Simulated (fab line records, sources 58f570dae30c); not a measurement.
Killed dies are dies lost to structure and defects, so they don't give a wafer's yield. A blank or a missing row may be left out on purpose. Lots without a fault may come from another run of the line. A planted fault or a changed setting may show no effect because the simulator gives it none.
A struck lot beside a sound one | flow berkeley_cmos170 | 43 steps out of a route of 331
Sound: wafers L837.4, L837.5, L837.6. Struck: wafers L846.2, L846.4, L846.6. The cause comes at the end.
At each step with rows: each side's tool, then ch and its chambers, then its first start. Under that, the readings that differ: sound wafers | struck wafers | difference of the means | sigmas: that difference in standard deviations of wafers without a fault.
alike: readings whose means differ by less than 2 such deviations, and words and numbers that are the same on both sides. not compared: withheld readings, readings that some wafer has no value for, bounds like >300 that may hide the same value, and numbers for which the record gives no deviation and whose values overlap.
The two part at a step that has a row with sigmas, a row that says differs or no value, or rows on one side only. Numbers that don't overlap but have no deviation are shown without sigmas and don't part them. A reading that every wafer of one side lacks parts them only if that side has two wafers or more.

UCB170_GATE_ETCH_15: etches poly-Si in HBr/Cl2, stops on SiO2, time 56.3 s, target depth 278.2 nm.
  sound on rie_si-01 ch 0,2,3, day 8 11:01; struck on rie_si-02 ch 0,1, day 10 19:40
  alike: drypump_motor_current_A, oes_product_au, throttle_valve_pct
  not compared: rf_hours_counter_h
UCB170_GATE_STRIP_16: strips in O2.
  sound on plasma_asher-04 ch 0,1, day 8 11:06; struck on plasma_asher-04 ch 0,1, day 10 19:43
  alike: drypump_motor_current_A, oes_product_au
  not compared: rf_hours_counter_h
UCB170_GATE_CD_MEAS_90: target cd 350 nm.
  sound on cd_sem-02, day 8 11:14; struck on cd_sem-02, day 10 19:58
  alike: cd_nm
then, 7 steps without rows for these wafers: UCB170_GATE_CLEAN_17 (cleans in SPM, time 600 s); UCB170_PLDD_HMDS_00 (prime time 60 s); UCB170_PLDD_COAT_01 (resist thk 905.2 nm); UCB170_PLDD_SOFTBAKE_02 (time 60 s); UCB170_PLDD_EXPOSE_03 (exposes mask PSELECT, target cd 1200 nm); UCB170_PLDD_PEB_04; UCB170_PLDD_DEVELOP_05 (develop time 45 s).
UCB170_PLDD_CD_MEAS_06: target cd 1200 nm.
  sound on cd_sem-02, day 8 13:09; struck on cd_sem-01, day 10 22:52
  alike: cd_nm
UCB170_PLDD_OVL_MEAS_07:
  sound on overlay-01, day 8 13:14; struck on overlay-02, day 10 23:00
  alike: PLDD_OVL
UCB170_PLDD_IMPLANT_08:
  sound on implanter-01 ch 0, day 8 13:20; struck on implanter-01 ch 0, day 10 23:03
  reading            | sound                     | struck                    | difference | sigmas
  beam_on_s (s)      | 9.79 10.06 10.11          | 12.55 12.06 11.98         | +2.21      | +11
  dose_ions_cm2      | 5e+13 4.999e+13 5.003e+13 | 7.1e+13 7.102e+13 7.1e+13 | +2.1e+13   | +99 or more
  faraday_current_uA | 162 157 157               | 179 187 187               | +26        | +8
then, 2 steps without rows for these wafers: UCB170_PLDD_IMPLANT_09; UCB170_PLDD_STRIP_10 (strips in O2).
UCB170_PLDD_TW_MEAS_11:
  sound on film_metro-04, day 8 13:41; struck on film_metro-04, day 10 23:40
  reading | sound          | struck         | difference | sigmas
  PLDD_TW | 1015 1015 1011 | 1079 1074 1079 | +64        | +6
  not compared: hold
then, 6 steps without rows for these wafers: UCB170_NLDD_HMDS_00 (prime time 60 s); UCB170_NLDD_COAT_01 (resist thk 900 nm); UCB170_NLDD_SOFTBAKE_02 (time 60 s); UCB170_NLDD_EXPOSE_03 (exposes mask NSELECT, target cd 1200 nm); UCB170_NLDD_PEB_04; UCB170_NLDD_DEVELOP_05 (develop time 45 s).
UCB170_NLDD_CD_MEAS_06: target cd 1200 nm.
  sound on cd_sem-01, day 8 15:12; struck on cd_sem-02, day 11 04:14
  alike: cd_nm
UCB170_NLDD_OVL_MEAS_07:
  sound on overlay-02, day 8 15:17; struck on overlay-01, day 11 04:20
  alike: NLDD_OVL
then, 2 steps without rows for these wafers: UCB170_NLDD_IMPLANT_08; UCB170_NLDD_IMPLANT_09.
UCB170_NLDD_STRIP_10: strips in O2.
  sound on plasma_asher-01 ch 0,1, day 8 15:38; struck on plasma_asher-01 ch 0,1, day 11 04:40
  alike: drypump_motor_current_A, oes_product_au, strip_time_to_endpoint_s
  not compared: rf_hours_counter_h
UCB170_NLDD_TW_MEAS_11:
  sound on film_metro-04, day 8 15:44; struck on film_metro-04, day 11 04:49
  alike: NLDD_TW
then, 1 step without rows for these wafers: UCB170_NLDD_CLEAN_12 (cleans in SPM, time 600 s).
UCB170_SPACER_CVD_00: deposits SiO2 from TEOS/O2, target thk 376 nm, time 47 s.
  sound on pecvd-02 ch 0,1,2, day 8 16:07; struck on pecvd-02 ch 0,1,2, day 11 05:02
  alike: heater_power_w
UCB170_SPACER_THK_MEAS_01:
  sound on film_metro-02, day 8 16:10; struck on film_metro-02, day 11 05:05
  alike: SPACER_TEOS_THK
then, 1 step without rows for these wafers: UCB170_SPACER_ANNEAL_02 (time 1800 s).
UCB170_SPACER_ETCHBACK_03: etches SiO2 in CHF3/CF4/Ar, stops on Si, target depth 376 nm, time 100 s.
  sound on rie_diel-03 ch 0,2,3, day 8 20:37; struck on rie_diel-01 ch 0,1,2, day 11 07:29
  alike: drypump_motor_current_A, oes_product_au, throttle_valve_pct
  not compared: rf_hours_counter_h
then, 6 steps without rows for these wafers: UCB170_PSD_HMDS_00 (prime time 60 s); UCB170_PSD_COAT_01 (resist thk 900 nm); UCB170_PSD_SOFTBAKE_02 (time 60 s); UCB170_PSD_EXPOSE_03 (exposes mask PSELECT MOD, target cd 1200 nm); UCB170_PSD_PEB_04; UCB170_PSD_DEVELOP_05 (develop time 45 s).
UCB170_PSD_CD_MEAS_06: target cd 1200 nm.
  sound on cd_sem-02, day 8 22:23; struck on cd_sem-01, day 11 08:25
  alike: cd_nm
UCB170_PSD_OVL_MEAS_07:
  sound on overlay-01, day 8 22:27; struck on overlay-01, day 11 08:32
  alike: PSD_OVL
UCB170_SDANNEAL_RS_MEAS_04: measures by four-point-probe.
  sound on film_metro-01, day 9 04:02; struck on film_metro-03, day 11 12:17
  reading          | sound                | struck            | difference | sigmas
  PLDD_RS (ohm/sq) | 1034.4 1035.6 1032.2 | 890.1 892.6 889.9 | -143.2     | -53
  not compared: hold
UCB170_M3_PROBE_99:
  the record has rows for the sound wafers here (prober-02, day 10 06:30) and none for the struck ones

WHERE THEY PART
First at UCB170_PLDD_IMPLANT_08; last, within this record, at UCB170_M3_PROBE_99.

WHY: what the simulator had put in
Process parameter drift: implanter-01, from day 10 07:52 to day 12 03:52, at UCB170_PLDD_IMPLANT_08. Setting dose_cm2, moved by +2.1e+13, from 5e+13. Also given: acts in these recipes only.
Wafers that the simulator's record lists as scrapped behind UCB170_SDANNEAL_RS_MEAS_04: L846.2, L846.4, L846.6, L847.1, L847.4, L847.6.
